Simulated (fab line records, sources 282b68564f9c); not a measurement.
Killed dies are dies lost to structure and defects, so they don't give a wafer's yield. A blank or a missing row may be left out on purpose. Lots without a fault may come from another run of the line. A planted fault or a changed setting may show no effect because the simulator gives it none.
Problem report in the 8D (eight disciplines) form, filled by code | flow rit_cmos | the parts of the form that need people (team, actions taken, sign-off) are left out

1. THE PROBLEM
killed_at_front_end at RIT_M1_PROBE_99 reads a mean of 24 on 2 wafers of 2 lots; wafers without a fault read 8 with a standard deviation of 3.1. That is +5.2 standard deviations from the usual mean.
First seen on wafer L821.1, day 6 04:14, on prober-01. The record holds 6 wafers of 2 lots with a number at this step. Rule for "out", or "out of limits": more than 4 standard deviations from the usual mean. The other wafers with a number count as sound.

2. WHAT IT IS AND WHAT IT IS NOT
question                    | is                               | is not
which readings at this step | killed_at_front_end, killed_dies | killed_at_contacts, killed_open, killed_short
which lots                  | L821, L822                       | -
which wafers of those lots  | L821.1, L822.6                   | L821.2, L821.3, L822.4, L822.5
read on which tools         | prober-01, prober-02             | -
when                        | from day 6 04:14                 | up to then (0 sound wafers); but 4 sound wafers of L821, L822 came after

3. SUSPECTS, AND WHAT RULES EACH OUT
Counting: a tool at a process step up to the reading stays a suspect if it ran every lot that is out. Sound lots after the first of them don't rule it out here, since some wafers of a struck lot are sound.
- plasma_asher-04 at RIT_PSD_STRIP_09 (strips in O2, time 180 s): kept. It ran every lot that is out, first L821 (day 5 20:10).
- Within plasma_asher-04 at RIT_PSD_STRIP_09: the wafers that are out ran in chamber 1; their sound lot-mates ran in chamber 0.
Left after counting: plasma_asher-04 at RIT_PSD_STRIP_09.

4. THE CAUSE (what the simulator had put in)
Chamber particle source: plasma_asher-04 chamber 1, from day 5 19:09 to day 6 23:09, at RIT_PSD_STRIP_09. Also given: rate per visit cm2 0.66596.
Counting left only this tool.

5. THE CHAIN OF EFFECTS, in route order
Each row: a reading whose mean over the struck wafers that have a number lies more than 3 standard deviations from the usual. Only readings for which the record gives a usual standard deviation are gone through. hours: the time from each lot's start at the first step in this table that gives one to its start at this step, as a median over the lots. sigmas: the change in usual standard deviations.
hours | step            | reading             | usual | on struck wafers | change | sigmas
0     | RIT_M1_PROBE_99 | killed_at_front_end | 8     | 24               | +16    | +5.2
0     | RIT_M1_PROBE_99 | killed_dies         | 8     | 24               | +16    | +5.0
0     | RIT_M1_PROBE_99 | killed_on_rim       | 2.1   | 7.5              | +5.4   | +3.4
The process steps in it:
- RIT_M1_PROBE_99

6. WHAT WOULD HAVE CAUGHT IT SOONER
In this record the first reading out of limits was taken at day 6 04:14, 9 hours after the fault began at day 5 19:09.
Of the tool readings at RIT_PSD_STRIP_09 for which the record gives a usual standard deviation, none was out on any struck wafer, so an alarm limit of 4 standard deviations on them would not have fired.
All the lots that are out (2) had begun RIT_PSD_STRIP_09 on plasma_asher-04 by day 6 04:14. A hold on the tool at that time would have spared none of them.
